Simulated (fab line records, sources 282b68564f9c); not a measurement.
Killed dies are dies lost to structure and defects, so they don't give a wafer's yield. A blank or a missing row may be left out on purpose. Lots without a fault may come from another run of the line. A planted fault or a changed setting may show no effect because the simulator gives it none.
Which tool did it? | flow rit_cmos | 13 lots, 39 wafers sampled, at 2 steps of a route of 202

WHAT THE GAUGES READ, wafer by wafer
RIT_CONTACT_CD_MEAS_08: target cd 1000 nm. Usual: cd_nm 999.8 nm, standard deviation 2.3.
lot  | measured    | on        | cd_nm (nm)           | flag
L302 | day 3 20:23 | cd_sem-01 | 997.1 993.5 994.4    |
L303 | day 4 04:18 | cd_sem-01 | 996.7 996.6 997.9    |
L305 | day 4 11:57 | cd_sem-01 | 1000.0 1000.9 1000.3 |
L306 | day 4 14:46 | cd_sem-02 | 1003.1 1003.6 1005.4 |
L307 | day 4 18:14 | cd_sem-01 | 999.5 999.8 998.5    |
L308 | day 5 01:34 | cd_sem-02 | 1002.2 1003.6 1002.6 |
L309 | day 5 06:37 | cd_sem-02 | 999.8 1000.0 997.4   |
L313 | day 5 23:08 | cd_sem-02 | 998.5 1000.8 1000.2  |
L316 | day 6 16:33 | cd_sem-01 | 1001.2 999.9 1002.3  |
L317 | day 6 23:01 | cd_sem-01 | 1151.8 1150.3 1150.1 | OFF
L319 | day 7 06:17 | cd_sem-01 | 995.6 995.2 994.3    |
L321 | day 7 18:55 | cd_sem-01 | 998.8 1000.0 997.6   |
L323 | day 8 03:57 | cd_sem-01 | 1000.5 998.5 998.1   |

WHICH TOOL RAN EACH LOT (tool, then ch and the chambers of the sampled wafers, then the start)
lot  | RIT_CONTACT_EXPOSE_05
L302 | iline_stepper-02 ch 0, day 3 19:52
L303 | iline_stepper-01 ch 0, day 4 03:47
L305 | iline_stepper-01 ch 0, day 4 11:26
L306 | iline_stepper-02 ch 0, day 4 14:07
L307 | iline_stepper-02 ch 0, day 4 17:43
L308 | iline_stepper-02 ch 0, day 5 01:02
L309 | iline_stepper-01 ch 0, day 5 06:07
L313 | iline_stepper-01 ch 0, day 5 22:37
L316 | iline_stepper-02 ch 0, day 6 16:02
L317 | iline_stepper-02 ch 0, day 6 22:29
L319 | iline_stepper-01 ch 0, day 7 05:46
L321 | iline_stepper-01 ch 0, day 7 18:23
L323 | iline_stepper-02 ch 0, day 8 03:26
- RIT_CONTACT_EXPOSE_05: exposes mask M11, target cd 1000 nm.

WHAT THE TOOLS THEMSELVES READ (means of the sampled wafers that have a number; where no wafer has one, the mark that the record gives instead)
RIT_CONTACT_EXPOSE_05. Usual: focus_offset_nm 0.1 nm, standard deviation 0.53.
lot  | tool             | focus_offset_nm (nm) | flag
L302 | iline_stepper-02 | -0.3                 |
L303 | iline_stepper-01 | 1.1                  |
L305 | iline_stepper-01 | 0.7                  |
L306 | iline_stepper-02 | 0.8                  |
L307 | iline_stepper-02 | 0.8                  |
L308 | iline_stepper-02 | 0.4                  |
L309 | iline_stepper-01 | -0.1                 |
L313 | iline_stepper-01 | 0.3                  |
L316 | iline_stepper-02 | 0.2                  |
L317 | iline_stepper-02 | 0.0                  |
L319 | iline_stepper-01 | -0.3                 |
L321 | iline_stepper-01 | -0.6                 |
L323 | iline_stepper-02 | -0.7                 |

THE ANSWER, worked out from the rows above alone
Rule: a lot is off if the mean of its wafers that have a number lies more than 3 standard deviations from the usual mean. A lot without any number at a reading at which 4 lots or more have one is off too. The other lots that the step has rows for count as sound. The gauges are gone through in route order, then the tools' own readings, and for those a lot's mean is taken as printed above. The first step at which some lot is off is used, and at that step the reading that is off furthest; a lot without a number counts as furthest.
Off: L317, at RIT_CONTACT_CD_MEAS_08 (cd_nm).
A tool fits if, at a process step before that reading, it ran every lot that is off, and no sound lot after the first of them. The gauges at RIT_CONTACT_CD_MEAS_08 are tried like those tools. None of those tried fits.

WHAT THE SIMULATOR HAD PUT IN
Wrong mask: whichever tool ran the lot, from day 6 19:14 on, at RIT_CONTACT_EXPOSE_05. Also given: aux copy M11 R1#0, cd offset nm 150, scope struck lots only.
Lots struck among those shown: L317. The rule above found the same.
